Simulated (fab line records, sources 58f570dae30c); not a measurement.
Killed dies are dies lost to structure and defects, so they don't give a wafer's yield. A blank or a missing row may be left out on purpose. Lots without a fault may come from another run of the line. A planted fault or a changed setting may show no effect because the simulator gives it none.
A struck lot beside a sound one | flow berkeley_cmos170 | 17 steps out of a route of 331
Sound: wafers L940.2, L940.5, L940.6. Struck: wafers L942.3, L942.4, L942.5. The cause comes at the end.
At each step with rows: each side's tool, then ch and its chambers, then its first start. Under that, the readings that differ: sound wafers | struck wafers | difference of the means | sigmas: that difference in standard deviations of wafers without a fault.
alike: readings whose means differ by less than 2 such deviations, and words and numbers that are the same on both sides. not compared: withheld readings, readings that some wafer has no value for, bounds like >300 that may hide the same value, and numbers for which the record gives no deviation and whose values overlap.
The two part at a step that has a row with sigmas, a row that says differs or no value, or rows on one side only. Numbers that don't overlap but have no deviation are shown without sigmas and don't part them. A reading that every wafer of one side lacks parts them only if that side has two wafers or more.

first, 1 step without rows for these wafers: UCB170_CONTACT_SOFTBAKE_05 (time 60 s).
UCB170_CONTACT_STRIP_06: strips in O2.
  sound on plasma_asher-01 ch 0,1, day 10 09:03; struck on plasma_asher-01 ch 0,1, day 10 11:03
  alike: drypump_motor_current_A, oes_product_au, strip_time_to_endpoint_s
  not compared: rf_hours_counter_h
then, 1 step without rows for these wafers: UCB170_CONTACT_CLEAN_07 (cleans in SPM, time 600 s).
UCB170_CONTACT_RTA_08: time 10 s.
  sound on rtp_anneal-02 ch 0, day 10 09:20; struck on rtp_anneal-02 ch 0, day 10 11:19
  alike: lamp_power_pct, wafer_temp_C_max
then, 6 steps without rows for these wafers: UCB170_CONTACT_COAT_09; UCB170_CONTACT_COAT_10 (resist thk 900 nm); UCB170_CONTACT_SOFTBAKE_11 (time 60 s); UCB170_CONTACT_EXPOSE_12 (exposes mask CONT, target cd 700 nm); UCB170_CONTACT_PEB_13; UCB170_CONTACT_DEVELOP_14 (develop time 45 s).
UCB170_CONTACT_CD_MEAS_15: target cd 700 nm.
  sound on cd_sem-02, day 10 10:23; struck on cd_sem-02, day 10 12:26
  reading    | sound             | struck            | difference | sigmas
  cd_nm (nm) | 703.5 703.6 702.6 | 699.1 698.7 700.1 | -3.9       | -3
UCB170_CONTACT_OVL_MEAS_16:
  sound on overlay-01, day 10 10:29; struck on overlay-02, day 10 12:32
  alike: CONTACT_OVL
UCB170_CONTACT_ETCH_17: etches BARC in N2/H2.
  sound on rie_diel-02 ch 0,1,3, day 10 10:31; struck on rie_diel-02 ch 0,1, day 10 12:34
  no value came back on the struck wafers for any of 5 readings (bias_w (W), chamber_pressure_mTorr (mTorr) and others); on the sound wafers bias_w (W) reads 100.7 100.4 100.3
UCB170_CONTACT_ETCH_18: etches PSG in CHF3/CF4/Ar, stops on TiSi2, target depth 840 nm, time 195 s.
  sound on rie_diel-02 ch 0,1,3; struck on rie_diel-02 ch 0,1
  reading               | sound             | struck            | difference | sigmas
  oes_product_au (a.u.) | 0.881 0.901 0.901 | 0.381 0.376 0.378 | -0.516     | -32
  alike: CHF3_flow_sccm, cf4_flow_sccm, drypump_motor_current_A, throttle_valve_pct
  not compared: rf_hours_counter_h
UCB170_CONTACT_STRIP_19: strips in O2.
  sound on plasma_asher-04 ch 0,1, day 10 10:41; struck on plasma_asher-01 ch 0,1, day 10 12:46
  alike: drypump_motor_current_A, oes_product_au
  not compared: rf_hours_counter_h
UCB170_CONTACT_CD_MEAS_90: target cd 700 nm.
  sound on cd_sem-01, day 10 10:49; struck on cd_sem-01, day 10 12:53
  reading    | sound             | struck | difference                    | sigmas
  cd_nm (nm) | 703.0 702.9 702.9 | - - -  | no value on the struck wafers |
then, 1 step without rows for these wafers: UCB170_CONTACT_CLEAN_20 (cleans in SPM, time 600 s).

WHERE THEY PART
First at UCB170_CONTACT_CD_MEAS_15; last, within this record, at UCB170_CONTACT_CD_MEAS_90.

WHY: what the simulator had put in
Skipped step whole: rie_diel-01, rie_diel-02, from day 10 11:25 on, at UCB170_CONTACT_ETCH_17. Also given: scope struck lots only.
